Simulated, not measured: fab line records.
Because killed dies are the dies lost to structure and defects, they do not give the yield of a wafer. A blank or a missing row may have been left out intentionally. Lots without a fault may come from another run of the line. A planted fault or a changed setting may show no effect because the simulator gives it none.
Which tool did it? / flow berkeley-cmos170 / 45 wafers from 15 lots sampled at 5 of the route's 331 steps

== WHAT EACH GAUGE READ, for each wafer ==
UCB170_NLDD_OVL_MEAS_07.
lot=L779; measured=day 8 02:16; on=overlay-02; NLDD_OVL (nm)=-6 -6 -9
lot=L778; measured=day 8 02:37; on=overlay-01; NLDD_OVL (nm)=3 0 -2
lot=L783; measured=day 8 07:52; on=overlay-02; NLDD_OVL (nm)=8 -1 1
lot=L780; measured=day 8 09:05; on=overlay-01; NLDD_OVL (nm)=10 11 9
lot=L777; measured=day 8 09:13; on=overlay-02; NLDD_OVL (nm)=-5 -3 -4
lot=L782; measured=day 8 09:30; on=overlay-01; NLDD_OVL (nm)=2 0 -3
lot=L785; measured=day 9 03:04; on=overlay-02; NLDD_OVL (nm)=1 6 0
lot=L788; measured=day 9 03:10; on=overlay-01; NLDD_OVL (nm)=6 6 5
lot=L789; measured=day 9 14:46; on=overlay-02; NLDD_OVL (nm)=-2 -2 0
lot=L786; measured=day 9 15:27; on=overlay-02; NLDD_OVL (nm)=2 2 4
lot=L793; measured=day 11 02:19; on=overlay-01; NLDD_OVL (nm)=-2 -1 -4
lot=L797; measured=day 11 02:30; on=overlay-02; NLDD_OVL (nm)=13 11 9
lot=L795; measured=day 11 02:36; on=overlay-01; NLDD_OVL (nm)=4 0 2
lot=L800; measured=day 12 01:33; on=overlay-02; NLDD_OVL (nm)=4 3 10
lot=L799; measured=day 12 02:13; on=overlay-02; NLDD_OVL (nm)=0 -7 -9

UCB170_CONTACT_OVL_MEAS_16.
lot=L779; measured=day 9 00:24; on=overlay-01; CONTACT_OVL (nm)=-4 -4 8
lot=L778; measured=day 9 00:38; on=overlay-02; CONTACT_OVL (nm)=-3 -1 -6
lot=L783; measured=day 9 03:11; on=overlay-02; CONTACT_OVL (nm)=-9 5 -6
lot=L780; measured=day 9 05:15; on=overlay-02; CONTACT_OVL (nm)=-6 -4 -6
lot=L777; measured=day 9 03:26; on=overlay-01; CONTACT_OVL (nm)=-2 -1 -1
lot=L782; measured=day 9 04:43; on=overlay-01; CONTACT_OVL (nm)=2 4 -8
lot=L785; measured=day 9 20:59; on=overlay-02; CONTACT_OVL (nm)=-9 -13 -10
lot=L788; measured=day 10 02:17; on=overlay-02; CONTACT_OVL (nm)=4 -5 -1
lot=L789; measured=day 10 12:30; on=overlay-01; CONTACT_OVL (nm)=3 5 -1
lot=L786; measured=day 10 12:39; on=overlay-02; CONTACT_OVL (nm)=-1 2 -3
lot=L793; measured=day 11 20:50; on=overlay-01; CONTACT_OVL (nm)=-7 1 -12
lot=L797; measured=day 11 19:59; on=overlay-01; CONTACT_OVL (nm)=5 9 8
lot=L795; measured=day 11 20:43; on=overlay-01; CONTACT_OVL (nm)=-8 -5 -4
lot=L800; measured=day 12 21:09; on=overlay-01; CONTACT_OVL (nm)=3 -4 -3
lot=L799; measured=day 12 20:55; on=overlay-02; CONTACT_OVL (nm)=4 -1 -7

UCB170_M1_RS_MEAS_01: a four-point-probe measurement.
lot=L779; measured=day 9 01:59; on=film-metro-04; M1_AL_RS (ohm/sq)=0.0484 0.0482 0.0483
lot=L778; measured=day 9 02:00; on=film-metro-03; M1_AL_RS (ohm/sq)=0.0483 0.0489 0.0488
lot=L783; measured=day 9 03:52; on=film-metro-04; M1_AL_RS (ohm/sq)=0.0493 0.0489 0.0493
lot=L780; measured=day 9 09:11; on=film-metro-03; M1_AL_RS (ohm/sq)=0.0487 0.0482 0.0486
lot=L777; measured=day 9 04:08; on=film-metro-03; M1_AL_RS (ohm/sq)=0.0481 0.0483 0.0488
lot=L782; measured=day 9 05:24; on=film-metro-04; M1_AL_RS (ohm/sq)=0.0481 0.0483 0.0481
lot=L785; measured=day 9 21:40; on=film-metro-04; M1_AL_RS (ohm/sq)=0.0570 0.0575 0.0576
lot=L788; measured=day 10 03:08; on=film-metro-01; M1_AL_RS (ohm/sq)=0.0566 0.0571 0.0571
lot=L789; measured=day 10 13:11; on=film-metro-01; M1_AL_RS (ohm/sq)=0.0483 0.0483 0.0481
lot=L786; measured=day 10 13:20; on=film-metro-01; M1_AL_RS (ohm/sq)=0.0566 0.0569 0.0574
lot=L793; measured=day 11 21:34; on=film-metro-01; M1_AL_RS (ohm/sq)=0.0480 0.0486 0.0485
lot=L797; measured=day 11 20:41; on=film-metro-03; M1_AL_RS (ohm/sq)=0.0482 0.0485 0.0484
lot=L795; measured=day 11 21:29; on=film-metro-03; M1_AL_RS (ohm/sq)=0.0482 0.0484 0.0488
lot=L800; measured=day 12 21:51; on=film-metro-01; M1_AL_RS (ohm/sq)=0.0490 0.0495 0.0493
lot=L799; measured=day 12 21:38; on=film-metro-04; M1_AL_RS (ohm/sq)=0.0482 0.0485 0.0485

UCB170_M1_THK_MEAS_02: measures by xrf.
lot=L779; measured=day 9 02:06; on=film-metro-04; M1_AL_THK (nm)=594 598 598
lot=L778; measured=day 9 02:07; on=film-metro-03; M1_AL_THK (nm)=598 589 590
lot=L783; measured=day 9 03:59; on=film-metro-04; M1_AL_THK (nm)=587 590 583
lot=L780; measured=day 9 09:18; on=film-metro-03; M1_AL_THK (nm)=592 597 595
lot=L777; measured=day 9 04:14; on=film-metro-03; M1_AL_THK (nm)=600 598 590
lot=L782; measured=day 9 05:30; on=film-metro-04; M1_AL_THK (nm)=601 597 600
lot=L785; measured=day 9 21:47; on=film-metro-04; M1_AL_THK (nm)=509 507 505
lot=L788; measured=day 10 03:15; on=film-metro-01; M1_AL_THK (nm)=507 502 504
lot=L789; measured=day 10 13:17; on=film-metro-01; M1_AL_THK (nm)=594 594 597
lot=L786; measured=day 10 13:27; on=film-metro-01; M1_AL_THK (nm)=510 508 501
lot=L793; measured=day 11 21:40; on=film-metro-01; M1_AL_THK (nm)=595 591 589
lot=L797; measured=day 11 20:47; on=film-metro-03; M1_AL_THK (nm)=598 596 597
lot=L795; measured=day 11 21:36; on=film-metro-03; M1_AL_THK (nm)=603 596 593
lot=L800; measured=day 12 21:58; on=film-metro-01; M1_AL_THK (nm)=579 576 583
lot=L799; measured=day 12 21:44; on=film-metro-04; M1_AL_THK (nm)=602 593 598

== EACH LOT AND THE TOOL THAT RAN IT (in order: tool; ch and the chambers of the sampled wafers; start) ==
lot=L779; UCB170_M1_SPUTTER_00=pvd-sputter-03, day 9 01:55
lot=L778; UCB170_M1_SPUTTER_00=pvd-sputter-04, day 9 01:55
lot=L783; UCB170_M1_SPUTTER_00=pvd-sputter-01, day 9 03:49
lot=L780; UCB170_M1_SPUTTER_00=pvd-sputter-04, day 9 09:07
lot=L777; UCB170_M1_SPUTTER_00=pvd-sputter-04, day 9 04:03
lot=L782; UCB170_M1_SPUTTER_00=pvd-sputter-01, day 9 05:18
lot=L785; UCB170_M1_SPUTTER_00=pvd-sputter-01, day 9 21:37
lot=L788; UCB170_M1_SPUTTER_00=pvd-sputter-01, day 10 03:04
lot=L789; UCB170_M1_SPUTTER_00=pvd-sputter-03, day 10 13:05
lot=L786; UCB170_M1_SPUTTER_00=pvd-sputter-01, day 10 13:15
lot=L793; UCB170_M1_SPUTTER_00=pvd-sputter-03, day 11 21:29
lot=L797; UCB170_M1_SPUTTER_00=pvd-sputter-03, day 11 20:35
lot=L795; UCB170_M1_SPUTTER_00=pvd-sputter-04, day 11 21:25
lot=L800; UCB170_M1_SPUTTER_00=pvd-sputter-04, day 12 21:46
lot=L799; UCB170_M1_SPUTTER_00=pvd-sputter-03, day 12 21:32
- UCB170_M1_SPUTTER_00: material Al, target thk 600 nm, time 80 s.

== AS READ BY THE TOOLS THEMSELVES (means over the sampled wafers that have a number; for cases with no such wafer, the mark the record gives instead) ==
UCB170_M1_SPUTTER_00.
lot=L779; tool=pvd-sputter-03; cathode-dc-power-W (W)=5999.8; throttle-valve-pct (%)=30.9
lot=L778; tool=pvd-sputter-04; cathode-dc-power-W (W)=6000.4; throttle-valve-pct (%)=29.7
lot=L783; tool=pvd-sputter-01; cathode-dc-power-W (W)=6000.4; throttle-valve-pct (%)=29.8
lot=L780; tool=pvd-sputter-04; cathode-dc-power-W (W)=5999.2; throttle-valve-pct (%)=30.4
lot=L777; tool=pvd-sputter-04; cathode-dc-power-W (W)=6000.0; throttle-valve-pct (%)=30.3
lot=L782; tool=pvd-sputter-01; cathode-dc-power-W (W)=6000.1; throttle-valve-pct (%)=29.7
lot=L785; tool=pvd-sputter-01; cathode-dc-power-W (W)=5078.6; throttle-valve-pct (%)=29.7
lot=L788; tool=pvd-sputter-01; cathode-dc-power-W (W)=5078.6; throttle-valve-pct (%)=29.8
lot=L789; tool=pvd-sputter-03; cathode-dc-power-W (W)=6000.4; throttle-valve-pct (%)=30.3
lot=L786; tool=pvd-sputter-01; cathode-dc-power-W (W)=5079.4; throttle-valve-pct (%)=29.7
lot=L793; tool=pvd-sputter-03; cathode-dc-power-W (W)=6000.2; throttle-valve-pct (%)=30.4
lot=L797; tool=pvd-sputter-03; cathode-dc-power-W (W)=5999.0; throttle-valve-pct (%)=30.3
lot=L795; tool=pvd-sputter-04; cathode-dc-power-W (W)=5999.8; throttle-valve-pct (%)=30.3
lot=L800; tool=pvd-sputter-04; cathode-dc-power-W (W)=6001.5; throttle-valve-pct (%)=30.4
lot=L799; tool=pvd-sputter-03; cathode-dc-power-W (W)=6000.1; throttle-valve-pct (%)=30.4

== THE ANSWER, worked out from the rows above alone ==
Rule: usual is defined by the lots themselves. Put in order of their means at a reading, lots are off if they are a third of the lots or fewer, leave a main group of 4 or more, and stand apart from it by a gap of 3 or more times the standard deviation of the main group's means; of several such gaps the widest counts. A main group whose means are all the same, to the digits that the tables above print for the reading, isn't used. A lot without any number at a reading at which 4 lots or more have one is off too. The other lots that the step has rows for count as sound. The gauges are gone through in route order, then the tools' own readings, and for those a lot's mean is taken as printed above. At the first step where some lot is off, the reading lying furthest off is the one used; lots without a number count as furthest.
Off: L785, L788, L786, seen at UCB170_M1_RS_MEAS_01 (M1_AL_RS). Mean 0.0485 ohm/sq and standard deviation 0.00033 in the main group.
If a tool, at a process step before that reading, ran all the lots that are off and no sound lot after the first of them, it fits. The gauges at UCB170_M1_RS_MEAS_01 aren't tried: what is off there is off at UCB170_M1_SPUTTER_00 too, on other tools, and a gauge's error can't cause that. One candidate fits, namely pvd-sputter-01 at UCB170_M1_SPUTTER_00. A fault onset in the window from L782 (day 9 05:18, its last sound lot) to L785 (day 9 21:37, its first lot off) fits.
The tool's own readings at UCB170_M1_SPUTTER_00 bear it out: on the lots that are off they differ by more than 5 times the standard deviation of the sound lots' means. cathode-dc-power-W reads 5078.9 W there against 6000.1 W on the sound lots.

== WHAT THE SIMULATOR HAD INSERTED ==
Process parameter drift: pvd-sputter-01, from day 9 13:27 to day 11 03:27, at UCB170_M1_SPUTTER_00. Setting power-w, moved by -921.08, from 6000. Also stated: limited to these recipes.
Lots struck among those shown: L785, L788, L786. The rule above found the same.
